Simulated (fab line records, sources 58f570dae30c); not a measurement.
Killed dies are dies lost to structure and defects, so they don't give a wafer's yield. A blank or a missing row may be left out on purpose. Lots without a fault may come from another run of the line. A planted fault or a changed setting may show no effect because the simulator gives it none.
Which tool did it? | flow berkeley_cmos170 | 14 lots, 42 wafers sampled, at 4 steps of a route of 331

WHAT THE GAUGES READ, wafer by wafer
UCB170_CONTACT_CD_MEAS_90: target cd 700 nm. Usual: cd_nm 699.8 nm, standard deviation 1.5.
lot  | measured     | on        | cd_nm (nm)        | flag
L163 | day 6 17:03  | cd_sem-02 | 699.3 699.9 699.9 |
L162 | day 6 17:26  | cd_sem-02 | 701.2 701.3 699.7 |
L166 | day 7 09:04  | cd_sem-02 | 700.5 701.6 700.4 |
L164 | day 7 09:46  | cd_sem-01 | 699.4 699.8 700.8 |
L167 | day 8 02:05  | cd_sem-01 | 700.3 699.8 698.9 |
L169 | day 8 08:13  | cd_sem-02 | 702.8 702.1 701.5 |
L170 | day 8 16:44  | cd_sem-01 | 699.7 699.9 700.6 |
L176 | day 9 20:26  | cd_sem-01 | 699.5 701.0 699.2 |
L174 | day 9 20:46  | cd_sem-01 | 701.4 699.8 699.0 |
L177 | day 10 07:16 | cd_sem-02 | 699.5 697.0 697.7 |
L178 | day 10 21:49 | cd_sem-02 | 695.7 695.7 696.4 |
L181 | day 10 21:29 | cd_sem-01 | 697.5 697.7 697.5 |
L179 | day 10 21:58 | cd_sem-02 | 699.4 698.8 698.2 |
L182 | day 11 11:04 | cd_sem-01 | 699.3 700.2 700.3 |

UCB170_M2_CD_MEAS_15: target cd 700 nm. Usual: cd_nm 700.4 nm, standard deviation 1.2.
lot  | measured     | on        | cd_nm (nm)        | flag
L163 | day 7 08:11  | cd_sem-02 | 698.2 698.9 698.2 |
L162 | day 7 08:31  | cd_sem-02 | 700.5 699.9 700.9 |
L166 | day 7 22:05  | cd_sem-02 | 698.4 698.6 699.1 |
L164 | day 7 22:20  | cd_sem-02 | 701.3 700.3 701.3 |
L167 | day 8 16:53  | cd_sem-02 | 699.8 699.5 699.5 |
L169 | day 8 17:32  | cd_sem-01 | 701.1 700.4 700.4 |
L170 | day 9 04:02  | cd_sem-01 | 701.6 701.1 701.6 |
L176 | day 10 08:26 | cd_sem-01 | 700.3 701.0 701.3 |
L174 | day 10 08:10 | cd_sem-02 | 698.5 700.3 699.3 |
L177 | day 10 18:19 | cd_sem-01 | 701.2 700.8 702.4 |
L178 | day 11 09:43 | cd_sem-02 | 698.7 699.0 699.8 |
L181 | day 11 08:34 | cd_sem-01 | 699.4 699.8 698.8 |
L179 | day 11 09:11 | cd_sem-02 | 700.2 700.1 701.8 |
L182 | day 11 21:40 | cd_sem-02 | 702.0 703.1 702.0 |

WHICH TOOL RAN EACH LOT (tool, then ch and the chambers of the sampled wafers, then the start)
lot  | UCB170_CONTACT_HMDS_03            | UCB170_M2_STRIP_07
L163 | litho_track-01 ch 0, day 6 14:13  | plasma_asher-03 ch 0,1, day 7 06:26
L162 | litho_track-02 ch 0, day 6 14:21  | plasma_asher-03 ch 0,1, day 7 06:50
L166 | litho_track-03 ch 0, day 7 06:54  | plasma_asher-02 ch 0,1, day 7 18:47
L164 | litho_track-03 ch 0, day 7 07:19  | plasma_asher-03 ch 0,1, day 7 18:54
L167 | litho_track-02 ch 0, day 7 23:16  | plasma_asher-01 ch 0,1, day 8 15:28
L169 | litho_track-03 ch 0, day 8 05:50  | plasma_asher-03 ch 0,1, day 8 15:57
L170 | litho_track-02 ch 0, day 8 14:10  | plasma_asher-02 ch 1, day 9 02:07
L176 | litho_track-03 ch 0, day 9 18:23  | plasma_asher-02 ch 0, day 10 06:46
L174 | litho_track-02 ch 0, day 9 18:43  | plasma_asher-03 ch 0,1, day 10 06:33
L177 | litho_track-02 ch 0, day 10 04:34 | plasma_asher-02 ch 1, day 10 17:07
L178 | litho_track-02 ch 0, day 10 18:59 | plasma_asher-02 ch 0,1, day 11 08:01
L181 | litho_track-03 ch 0, day 10 18:59 | plasma_asher-03 ch 0,1, day 11 07:01
L179 | litho_track-01 ch 0, day 10 19:00 | plasma_asher-01 ch 0,1, day 11 07:34
L182 | litho_track-03 ch 0, day 11 08:46 | plasma_asher-03 ch 0,1, day 11 20:25
- UCB170_CONTACT_HMDS_03: prime time 60 s.
- UCB170_M2_STRIP_07: strips in O2.

WHAT THE TOOLS THEMSELVES READ (means of the sampled wafers that have a number; where no wafer has one, the mark that the record gives instead)
UCB170_CONTACT_HMDS_03. Usual: prime_temp_c 100.02 C, standard deviation 0.12.
lot  | tool           | prime_temp_c (C) | flag
L163 | litho_track-01 | 99.94            |
L162 | litho_track-02 | 100.05           |
L166 | litho_track-03 | 99.98            |
L164 | litho_track-03 | 100.07           |
L167 | litho_track-02 | 100.11           |
L169 | litho_track-03 | 99.97            |
L170 | litho_track-02 | 100.15           |
L176 | litho_track-03 | 99.96            |
L174 | litho_track-02 | 100.11           |
L177 | litho_track-02 | 100.65           | OFF
L178 | litho_track-02 | 100.76           | OFF
L181 | litho_track-03 | 99.98            |
L179 | litho_track-01 | 100.00           |
L182 | litho_track-03 | 100.06           |

UCB170_M2_STRIP_07. Usual: chamber_pressure_mTorr 3500 mTorr, standard deviation 3.4; drypump_motor_current_A 5.8 A, standard deviation 0.42; o2_flow_sccm 400.0 sccm, standard deviation 1; oes_product_au 0.735 a.u., standard deviation 0.0044; strip_time_to_endpoint_s 21.97 s, standard deviation 0.072.
lot  | tool            | chamber_pressure_mTorr (mTorr) | drypump_motor_current_A (A) | o2_flow_sccm (sccm) | oes_product_au (a.u.) | strip_time_to_endpoint_s (s) | flag
L163 | plasma_asher-03 | 3504                           | 5.8                         | 401.0               | 0.734                 | 21.94                        |
L162 | plasma_asher-03 | 3500                           | 5.7                         | 399.6               | 0.733                 | 22.00                        |
L166 | plasma_asher-02 | 3499                           | 6.0                         | 400.4               | 0.736                 | 21.93                        |
L164 | plasma_asher-03 | 3502                           | 5.8                         | 398.9               | 0.741                 | 22.06                        |
L167 | plasma_asher-01 | 3502                           | 5.4                         | 399.4               | 0.740                 | 21.97                        |
L169 | plasma_asher-03 | 3500                           | 5.7                         | 399.6               | 0.739                 | 21.84                        |
L170 | plasma_asher-02 | 3500                           | 6.5                         | 398.8               | 0.735                 | 22.08                        |
L176 | plasma_asher-02 | 3500                           | 5.8                         | 400.9               | 0.742                 | 21.92                        |
L174 | plasma_asher-03 | 3499                           | 5.7                         | 400.7               | 0.735                 | 22.00                        |
L177 | plasma_asher-02 | 3497                           | 6.5                         | 399.1               | 0.733                 | 21.92                        |
L178 | plasma_asher-02 | 3499                           | 6.3                         | 400.8               | 0.733                 | 22.00                        |
L181 | plasma_asher-03 | 3497                           | 5.8                         | 399.8               | 0.738                 | 21.98                        |
L179 | plasma_asher-01 | 3499                           | 5.4                         | 399.3               | 0.732                 | 22.06                        |
L182 | plasma_asher-03 | 3499                           | 5.8                         | 400.5               | 0.731                 | 21.94                        |

THE ANSWER, worked out from the rows above alone
Rule: a lot is off if the mean of its wafers that have a number lies more than 3 standard deviations from the usual mean. A lot without any number at a reading at which 4 lots or more have one is off too. The other lots that the step has rows for count as sound. The gauges are gone through in route order, then the tools' own readings, and for those a lot's mean is taken as printed above. The first step at which some lot is off is used, and at that step the reading that is off furthest; a lot without a number counts as furthest.
Off: L177, L178, at UCB170_CONTACT_HMDS_03 (prime_temp_c).
A tool fits if, at that step or a process step before it, it ran every lot that is off, and no sound lot after the first of them. One fits: litho_track-02 at UCB170_CONTACT_HMDS_03. Its last sound lot is L174 (day 9 18:43), its first lot that is off L177 (day 10 04:34): a fault that began between those two fits.
The tool's own readings at UCB170_CONTACT_HMDS_03 bear it out: on the lots that are off they differ by more than 5 times the standard deviation of the sound lots' means. prime_temp_c reads 100.71 C there against 100.03 C on the sound lots.

WHAT THE SIMULATOR HAD PUT IN
Process parameter drift: litho_track-02, from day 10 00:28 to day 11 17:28, at UCB170_CONTACT_HMDS_03. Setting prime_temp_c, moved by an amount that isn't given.
Lots struck among those shown: L177, L178. The rule above found the same.
